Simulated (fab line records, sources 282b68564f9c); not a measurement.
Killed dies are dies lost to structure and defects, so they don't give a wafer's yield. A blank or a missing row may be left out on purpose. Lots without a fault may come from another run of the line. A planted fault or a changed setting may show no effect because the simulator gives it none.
fab line records | flow rit_cmos
record lots=14 wafers=42 last_day=7
route steps=202 shown NSD@139 M1@202
lots that met no fault: from a run of the same line without faults
start_h: hours from the record's first day to the start of the lot's first wafer shown | wait_h: hours since the lot's step before | " the same as in the row above | L1.1+2: a row that stands for several wafers | - no value, or no start given | * or withheld: withheld | < > ~ a bound
route shown NAME@n: a module of which the file shows steps, and the number in the route of the first | usual: mean/standard deviation of fault-free wafers | same: alike in all rows | chamber/n: place in a boat | sites: the reading at each site | _std_site: their standard deviation | _edge_site: outer sites' mean less inner sites' | radius_mm: how far each site lies from the wafer's centre | mask NAME#n: copy n | behind: the tool/chamber that last shaped the wafer | hold: why the lot was held/for how many hours/how that ended | device: the transistor (n, p or np) that didn't switch | end of line: the same wafers' tests at the end of the route | a step without rows: its recipe alone | killed: dies lost to structure and defects at the first sort, not the wafer's yield | map: a wafer's dies, x killed, . not, _ none there
set.NAME: the setting as run; set.NAME@STEP: as run at that earlier step | model.NAME: the simulator's own value behind a step, which no gauge read
steps of the route over a sample of lots; a table a step, a row a wafer
services: from which hour (start_h, from the record's first day; less than 0 if before it) a tool's chamber was out of use, for how many hours, and why
## steps
# step RIT_NSD_IMPLANT_08
# recipe species=P energy_kev=25.35 dose_cm2=1e+15 tilt_deg=7
# usual beam_on_s=9.99/0.19 faraday_current_uA=3134/58
# columns lot.wafer tool chamber start_h wait_h beam_on_s faraday_current_uA
L533.1 implanter-04 0 57.66 0.1 9.74 3217
L533.3 " 0 " " 9.98 3134
L533.6 " 0 " " 9.95 3149
L534.1 implanter-04 0 63.75 0.1 10.23 3054
L534.3 " 0 " " 10.17 3064
L534.6 " 0 " " 9.66 3214
L535.2 implanter-04 0 65.27 0.1 9.89 3180
L535.5 " 0 " " 10.21 3075
L535.6 " 0 " " 9.86 3166
L536.4 implanter-01 0 69.83 0.1 9.75 3207
L536.5 " 0 " " 9.79 3188
L536.6 " 0 " " 10.06 3098
L539.1 implanter-01 0 82.02 0.1 10.01 3130
L539.3 " 0 " " 9.96 3131
L539.5 " 0 " " 10.42 2992
L540.4 implanter-04 0 87.77 0.1 10.13 3095
L540.5 " 0 " " 9.79 3205
L540.6 " 0 " " 9.88 3159
L541.1 implanter-02 0 89.91 0.1 10.06 3112
L541.4 " 0 " " 9.82 3176
L541.6 " 0 " " 9.88 3162
L545.1 implanter-02 0 115.68 0.1 14.54 2155
L545.2 " 0 " " 14.55 2155
L545.5 " 0 " " 14.04 2222
L546.1 implanter-02 0 116.84 0.1 14.60 2143
L546.2 " 0 " " 14.16 2205
L546.4 " 0 " " 14.16 2216
L548.2 implanter-01 0 128.26 0.1 10.29 3046
L548.5 " 0 " " 10.06 3109
L548.6 " 0 " " 9.86 3167
L549.2 implanter-04 0 133.53 0.1 10.11 3103
L549.5 " 0 " " 9.80 3192
L549.6 " 0 " " 9.96 3146
L552.1 implanter-01 0 144.98 0.1 10.01 3133
L552.2 " 0 " " 10.25 3042
L552.4 " 0 " " 10.07 3123
L553.3 implanter-01 0 148.84 0.1 9.70 3213
L553.4 " 0 " " 9.87 3161
L553.6 " 0 " " 10.01 3121
L554.2 implanter-04 0 154.38 0.1 10.07 3097
L554.3 " 0 " " 9.98 3135
L554.4 " 0 " " 9.91 3163
# step RIT_NSD_TW_MEAS_10
# usual NSD_TW=3134/39
# columns lot.wafer tool chamber start_h wait_h NSD_TW
L533.1 film_metro-02 - 57.98 0.1 3074
L533.3 " - " " 3084
L533.6 " - " " 3074
L534.1 film_metro-02 - 64.07 0.1 3091
L534.3 " - " " 3080
L534.6 " - " " 3078
L535.2 film_metro-03 - 65.58 0.1 3178
L535.5 " - " " 3170
L535.6 " - " " 3187
L536.4 film_metro-02 - 70.11 0.1 3103
L536.5 " - " " 3089
L536.6 " - " " 3076
L539.1 film_metro-02 - 82.34 0.1 3094
L539.3 " - " " 3080
L539.5 " - " " 3072
L540.4 film_metro-03 - 88.05 0.1 3170
L540.5 " - " " 3160
L540.6 " - " " 3146
L541.1 film_metro-03 - 90.23 0.1 3159
L541.4 " - " " 3166
L541.6 " - " " 3180
L545.1 film_metro-03 - 116.01 0.1 3413
L545.2 " - " " 3428
L545.5 " - " " 3417
L546.1 film_metro-04 - 117.17 0.1 3374
L546.2 " - " " 3365
L546.4 " - " " 3356
L548.2 film_metro-02 - 128.57 0.1 3085
L548.5 " - " " 3095
L548.6 " - " " 3082
L549.2 film_metro-04 - 133.84 0.1 3146
L549.5 " - " " 3160
L549.6 " - " " 3170
L552.1 film_metro-02 - 145.31 0.1 3066
L552.2 " - " " 3073
L552.4 " - " " 3072
L553.3 film_metro-02 - 149.14 0.1 3074
L553.4 " - " " 3073
L553.6 " - " " 3072
L554.2 film_metro-03 - 154.69 0.1 3189
L554.3 " - " " 3168
L554.4 " - " " 3187
# step RIT_SDANNEAL_RS_MEAS_05
# recipe thk_meas_gauge=four-point-probe
# usual NSD_RS=84.35/0.28
# columns lot.wafer tool chamber start_h wait_h NSD_RS[ohm/sq]
L533.1 film_metro-03 - 60.42 0.1 84.30
L533.3 " - " " 84.53
L533.6 " - " " 84.57
L534.1 film_metro-03 - 66.47 0.1 84.48
L534.3 " - " " 84.40
L534.6 " - " " 84.44
L535.2 film_metro-02 - 67.92 0.1 84.10
L535.5 " - " " 84.15
L535.6 " - " " 83.72
L536.4 film_metro-02 - 72.38 0.1 84.46
L536.5 " - " " 84.30
L536.6 " - " " 84.24
L539.1 film_metro-03 - 84.37 0.1 83.93
L539.3 " - " " 84.11
L539.5 " - " " 84.02
L540.4 film_metro-02 - 90.77 0.1 84.50
L540.5 " - " " 84.46
L540.6 " - " " 84.42
L541.1 film_metro-04 - 92.44 0.1 84.58
L541.4 " - " " 84.45
L541.6 " - " " 84.18
L545.1 film_metro-04 - 118.20 0.1 64.17
L545.2 " - " " 64.01
L545.5 " - " " 64.06
L546.1 film_metro-03 - 119.61 0.1 64.30
L546.2 " - " " 64.22
L546.4 " - " " 64.40
L548.2 film_metro-03 - 130.62 0.1 84.85
L548.5 " - " " 84.85
L548.6 " - " " 84.81
L549.2 film_metro-04 - 136.13 0.1 84.89
L549.5 " - " " 84.81
L549.6 " - " " 84.83
L552.1 film_metro-02 - 147.46 0.1 84.21
L552.2 " - " " 84.14
L552.4 " - " " 84.49
L553.3 film_metro-04 - 151.36 0.1 84.40
L553.4 " - " " 84.08
L553.6 " - " " 84.12
L554.2 film_metro-03 - 156.94 0.1 84.09
L554.3 " - " " 84.27
L554.4 " - " " 84.53
# step RIT_M1_PROBE_99
# usual killed_at_contacts=0.1/0.27 killed_at_front_end=7/3.3 killed_dies=7/3.3 killed_open=3.5/2 killed_short=3.8/2.2
# same gross_dies=264 killed_at_M0_to_M3=0 killed_at_M4_up=0 killed_at_back_side=0 killed_at_other=0
# columns lot.wafer tool chamber start_h wait_h killed_at_contacts killed_at_front_end killed_dies killed_open killed_short
L546.1 prober-01 - 127.07 0.1 0 8 8 4 4
L546.2 prober-01 - 127.12 0.1 0 5 5 3 2
L546.4 prober-01 - 127.22 0.2 0 5 5 2 3
# killed by level:class
L546.1 SILICIDE:geometric_particle:open=3 SPACER:geometric_particle:short=2 GATE:geometric_particle:open=1 REOX:geometric_particle:short=1 SILICIDE:geometric_particle:short=1
L546.2 SPACER:geometric_particle:open=2 GATE:geometric_particle:open=1 GATE:geometric_particle:short=1 REOX:geometric_particle:short=1
L546.4 GATE:geometric_particle:short=2 SPACER:geometric_particle:open=1 SILICIDE:geometric_particle:open=1 SILICIDE:geometric_particle:short=1
## services
# columns tool chamber start_h hours kind
implanter-02 - 55.32 15.0 repair
implanter-02 - 61.41 2.1 repair
implanter-01 - 86.10 4.9 pm
implanter-04 - 127.24 5.9 repair
implanter-04 - 141.58 4.3 pm
implanter-02 - 149.97 2.2 repair
## key
first_sign step=RIT_NSD_IMPLANT_08 reading=beam_on_s direction=up sigmas=23 usual=9.99 struck=14.34
effect step=RIT_NSD_IMPLANT_08 reading=faraday_current_uA direction=down sigmas=16 usual=3134 struck=2183
effect step=RIT_NSD_TW_MEAS_10 reading=NSD_TW direction=up sigmas=6.6 usual=3134 struck=3392
effect step=RIT_SDANNEAL_RS_MEAS_05 reading=NSD_RS direction=down sigmas=72 usual=84.35 struck=64.19
met_at RIT_NSD_IMPLANT_08
struck_lots L545,L546
tester_left_out L545,L546
onset_between 89.91 115.68
fault kind=process_parameter_drift tool=implanter-02 chamber=- onset_h=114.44 steps=RIT_NSD_IMPLANT_08 channel=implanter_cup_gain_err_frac offset=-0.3 shape=step end_h=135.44
# tester_left_out: of these lots the tester's yield and bins aren't shown, on N5 and GAA mostly nor the transistor test; their killed dies are dies lost to structure and defects alone, not to doping, threshold or leakage, so they don't give the yield
